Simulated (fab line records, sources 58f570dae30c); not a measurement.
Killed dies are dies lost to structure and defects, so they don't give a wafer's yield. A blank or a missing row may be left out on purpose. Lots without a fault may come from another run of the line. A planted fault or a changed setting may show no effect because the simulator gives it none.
Split-lot experiment | flow berkeley_cmos170 | 5 lots, 23 wafers read, on a route of 331 steps

THE SPLIT
At UCB170_PWELL_PEB_11, the setting peb_temp_c was moved away from the recipe's 130 C on 9 of the 23 wafers read, by -2.8% to -0.9%. The other wafers ran this setting at the recipe's value.

FROM THE SPLIT TO THE READING: what the file shows between them, 1 step
- UCB170_PWELL_DEVELOP_12: develop time 45 s

THE READING
PWELL.cd_nm (the simulator's own value, which no gauge read), in nm, at UCB170_PWELL_ETCH_14 (etches Si3N4 in CH3F/Ar/O2, stops on SiO2, target depth 242 nm, time 151 s). The file gives no usual value for it. The 14 wafers here that ran the recipe average 3000 nm, standard deviation 1.8 nm.

wafer  | tool, chamber at the split | peb_temp_c as run, C | against the recipe | PWELL.cd_nm, nm | against lot-mates on the recipe
L074.1 | litho_track-04, 0          | 130                  | recipe             | 3000            | -
L074.2 | litho_track-04, 0          | 130                  | recipe             | 2999            | -
L074.4 | litho_track-04, 0          | 127.9                | -1.6%              | 2984            | -16
L074.6 | litho_track-04, 0          | 127.9                | -1.6%              | 2984            | -16
L074.5 | litho_track-04, 0          | 127.9                | -1.6%              | 2983            | -16
L075.1 | litho_track-01, 0          | 127.1                | -2.2%              | 2976            | -21
L075.3 | litho_track-01, 0          | 127.1                | -2.2%              | 2976            | -21
L075.4 | litho_track-01, 0          | 130                  | recipe             | 2997            | -
L075.5 | litho_track-01, 0          | 130                  | recipe             | 2996            | -
L075.6 | litho_track-01, 0          | 130                  | recipe             | 2998            | -
L078.1 | litho_track-01, 0          | 130                  | recipe             | 3000            | -
L078.4 | litho_track-01, 0          | 130                  | recipe             | 3000            | -
L078.5 | litho_track-01, 0          | 130                  | recipe             | 2999            | -
L079.1 | litho_track-04, 0          | 130                  | recipe             | 3001            | -
L079.5 | litho_track-04, 0          | 130                  | recipe             | 3001            | -
L079.2 | litho_track-04, 0          | 126.4                | -2.8%              | 2972            | -28
L079.3 | litho_track-04, 0          | 130                  | recipe             | 2998            | -
L079.4 | litho_track-04, 0          | 126.4                | -2.8%              | 2970            | -30
L082.1 | litho_track-03, 0          | 130                  | recipe             | 3002            | -
L082.4 | litho_track-03, 0          | 130                  | recipe             | 3002            | -
L082.5 | litho_track-03, 0          | 130                  | recipe             | 3002            | -
L082.2 | litho_track-03, 0          | 128.8                | -0.9%              | 2993            | -9
L082.6 | litho_track-03, 0          | 128.8                | -0.9%              | 2992            | -10

THE FIT
A straight line over all 23 wafers: PWELL.cd_nm changes by +10.3 nm for each +1% of peb_temp_c; r = +0.99; the points scatter about the line by 1.7 nm.
The same after taking each lot's own level away (the mean of its wafers on the recipe; 23 wafers): +10 nm for each +1%; r = +1.00; scatter 0.97 nm.
On that fit, the largest move of peb_temp_c shifts the reading by 28 nm.
The lots' own levels span 2997.0 to 3002.0 nm, that is 2.7 times the standard deviation above.
So the lot-to-lot level changes the slope little: the two slopes agree.
Check: with one of the wafers moved furthest among these (-2.8%) left out of the fit, the line predicts -27.7 nm for it against its lot-mates. It came out at -28 nm against them.

OTHER SPLITS ON THESE WAFERS
These wafers also went through other splits before the reading. Each is held against what the fit with the lots' levels taken away leaves over:
other split on the same wafers        | wafers away from the commonest value | r with PWELL.cd_nm (lot level and that fit taken away)
UCB170_START_OXIDATION_02 temp_c      | 15                                   | -0.08
UCB170_NWELL_CVD_04 sih2cl2_flow_sccm | 15                                   | -0.26
UCB170_PWELL_OXIDATION_02 ox_time_s   | 15                                   | +0.34

THE FILE'S OWN FIT
PWELL.cd_nm changes by +10 nm for each +1% of peb_temp_c, r = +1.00.
